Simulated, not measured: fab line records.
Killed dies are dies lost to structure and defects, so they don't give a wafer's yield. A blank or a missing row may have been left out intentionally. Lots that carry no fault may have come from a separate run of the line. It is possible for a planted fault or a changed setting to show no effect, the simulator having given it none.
Struck lot and sound lot, side by side	flow ritCmos	19 steps out of a route of 202
Sound: wafers L611.1, L611.2, L611.3. Wafers struck: L605.4, L605.5, L605.6. Last of all comes the cause.
Each step with rows lists, per side, the tool, then ch with its chambers, then its first start. Under that, the readings that differ: sound wafers	struck wafers	difference of the means	sigmas: that difference in standard deviations of wafers without a fault.
alike: readings with means less than 2 such deviations apart, plus words and numbers identical on both sides. not compared: withheld readings, readings lacking a value on some wafer, bounds such as >300 that could conceal the same value, and numbers that have no deviation in the record and whose values overlap.
A row with sigmas, a row that says differs or no value, or rows on one side alone: a step with any of these is where the two part. Numbers that have no deviation but don't overlap get no sigmas and don't part them. A reading missing from all wafers of one side parts the sides only when that side holds two or more wafers.

RIT_CONTACT_STRIP_12: strips in O2, time 180 s.
  sound on plasmaAsher-03 ch 0,1, day 7 13:22; struck on plasmaAsher-03 ch 0,1, day 6 09:10
  alike: drypumpMotorCurrentA, rfReflPowerW
  not compared: rfHoursCounterH
RIT_CONTACT_CD_MEAS_90 targets a cd of 1000 nm.
  sound on cdSem-01 at day 7 13:33; struck on cdSem-02 at day 6 09:20
reading	sound	struck	difference	sigmas
cdNm (nm)	1005.1 1004.4 1003.8	996.7 997.5 998.9	-6.7	-3
then, 2 steps without rows for these wafers: RIT_CONTACT_CLEAN_13 (cleans in SC1, time 600 s); RIT_CONTACT_CLEAN_14 (cleans in SC2, time 600 s).
RIT_M1_SPUTTER_00: material Al, target thk 400 nm, time 500 s.
  sound on pvdSputter-02 at day 7 14:01; struck on pvdSputter-03 at day 6 09:46
  alike: throttleValvePct
RIT_M1_RS_MEAS_01: a four-point-probe measurement.
  sound on filmMetro-03 at day 7 14:19; struck on filmMetro-02 at day 6 10:07
  alike: M1_AL_RS
RIT_M1_THK_MEAS_02: measures by xrf.
  sound on filmMetro-03 at day 7 14:26; struck on filmMetro-02 at day 6 10:13
reading	sound	struck	difference	sigmas
M1_AL_THK (nm)	398 399 391	409 411 405	+12	+2
then, 5 steps without rows for these wafers: RIT_M1_HMDS_03 (prime time 60 s); RIT_M1_COAT_04 (resist thk 1300 nm); RIT_M1_SOFTBAKE_05 (time 60 s); RIT_M1_EXPOSE_06 (exposes mask M12, target cd 2600 nm); RIT_M1_PEB_07.
RIT_M1_DEVELOP_08: develop time 68 s.
  sound on lithoTrack-02 ch 0, day 7 15:00; struck on lithoTrack-03 ch 0, day 6 11:00
RIT_M1_CD_MEAS_09 targets a cd of 2600 nm.
  sound on cdSem-02 at day 7 15:30; struck on cdSem-01 at day 6 11:13
reading	sound	struck	difference	sigmas
cdNm (nm)	2597.5 2596.4 2596.6	2729.1 2726.5 2726.8	+130.6	+65
RIT_M1_OVL_MEAS_10:
  sound on overlay-02 at day 7 15:37; struck on overlay-01 at day 6 11:17
  alike: M1_OVL
then, 1 step without rows for these wafers: RIT_M1_HARDBAKE_11 (time 120 s).
RIT_M1_METAL_ETCH_12: etches Al in Cl2/BCl3, stops on SiO2, time 165 s, target depth 600 nm.
  sound on rieMetal-03 ch 0,1, day 7 15:54; struck on rieMetal-02 ch 0,1, day 6 11:43
reading	sound	struck	difference	sigmas
model.M1.cdNm (nm)	2597 2597 2594	2730 2726 2729	+132	
  alike: drypumpMotorCurrentA, oesProductAu, throttleValvePct
  not compared: rfHoursCounterH
then, 1 step without rows for these wafers: RIT_M1_STRIP_13 (strips in nmp, time 600 s).
RIT_M1_PROBE_99:
  sound on prober-02 at day 7 18:38; struck on prober-02 at day 6 14:04
reading	sound	struck	difference	sigmas
model.etest.m1.widthNm (nm)	2600 2592 2593	2734 2724 2731	+135	
  alike: defectLimitedYield, killed_at_M0_to_M3, killedAtContacts, killedAtFrontEnd, killedDies, killedOpen, killedShort, sort_bin_3_pad_short, sort_bin_5_function, sort_bin_6_memory, sortNPass, sortYieldPct

WHERE THEY PART
Earliest at RIT_CONTACT_CD_MEAS_90; latest, in this record, at RIT_M1_CD_MEAS_09. Later steps at which nothing parts them and some readings are alike: RIT_M1_OVL_MEAS_10, RIT_M1_METAL_ETCH_12, RIT_M1_PROBE_99.

WHY: whatever the simulator had introduced
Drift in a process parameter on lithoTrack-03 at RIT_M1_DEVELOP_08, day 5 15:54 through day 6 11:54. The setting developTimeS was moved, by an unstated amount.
